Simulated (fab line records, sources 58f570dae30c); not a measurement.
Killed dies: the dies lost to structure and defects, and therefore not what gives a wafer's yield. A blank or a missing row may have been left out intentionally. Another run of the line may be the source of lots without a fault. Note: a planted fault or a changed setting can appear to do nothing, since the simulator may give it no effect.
What tool caused it?	flow berkeley_cmos170	42 wafers sampled from 14 lots at 1 step of a route of 331

## WHAT THE GAUGES SHOWED, per wafer
The record lacks any reading of a measuring or inspecting step that a usual standard deviation could be used to judge.

## WHAT TOOL EACH LOT RAN ON (gives the tool, then ch and the chambers of the sampled wafers, and finally the start)
lot	UCB170_CONTACT_DEVELOP_14
L825	litho_track-03 ch 0, day 7 06:00
L827	litho_track-03 ch 0, day 7 06:00
L829	litho_track-02 ch 0, day 7 19:00
L832	litho_track-04 ch 0, day 8 06:00
L835	litho_track-04, day 9 05:00
L836	litho_track-04, day 9 06:00
L842	litho_track-04 ch 0, day 10 15:00
L840	litho_track-02 ch 0, day 10 21:00
L845	litho_track-03 ch 0, day 10 22:00
L844	litho_track-03 ch 0, day 10 23:00
L843	litho_track-04 ch 0, day 10 23:00
L846	litho_track-02 ch 0, day 11 00:00
L847	litho_track-04 ch 0, day 11 01:00
L848	litho_track-03 ch 0, day 11 12:00
- UCB170_CONTACT_DEVELOP_14: develop time 45 s.

## WHAT THE TOOLS THEMSELVES READ (means of the sampled wafers that have a number; where no wafer has one, the mark that the record gives instead)
UCB170_CONTACT_DEVELOP_14. Usual: chill_plate_temp_C reads 22.98 C (standard deviation 0.1).
lot	tool	chill_plate_temp_C (C)	flag
L825	litho_track-03	22.89	
L827	litho_track-03	23.09	
L829	litho_track-02	23.05	
L832	litho_track-04	23.06	
L835	litho_track-04	-	OFF
L836	litho_track-04	-	OFF
L842	litho_track-04	23.01	
L840	litho_track-02	22.97	
L845	litho_track-03	22.94	
L844	litho_track-03	22.92	
L843	litho_track-04	23.02	
L846	litho_track-02	22.97	
L847	litho_track-04	22.99	
L848	litho_track-03	23.11	

## THE ANSWER, worked out from the rows above alone
Rule: a lot is off if the mean of its wafers that have a number lies more than 3 standard deviations from the usual mean. A lot without any number at a reading at which 4 lots or more have one is off too. Any other lot the step has rows for is counted as sound. Order of review: gauges by route order, followed by the tools' own readings, for which a lot's mean as printed above is used. At the first step where some lot is off, the reading lying furthest off is the one used; lots without a number count as furthest.
Off: L835, L836, at UCB170_CONTACT_DEVELOP_14 (chill_plate_temp_C). Without a number there: L835, L836.
A tool fits if, at that step or a process step before it, it ran every lot that is off, and no sound lot after the first of them. No candidate that was tried fits.

## WHAT HAD BEEN PUT IN BY THE SIMULATOR
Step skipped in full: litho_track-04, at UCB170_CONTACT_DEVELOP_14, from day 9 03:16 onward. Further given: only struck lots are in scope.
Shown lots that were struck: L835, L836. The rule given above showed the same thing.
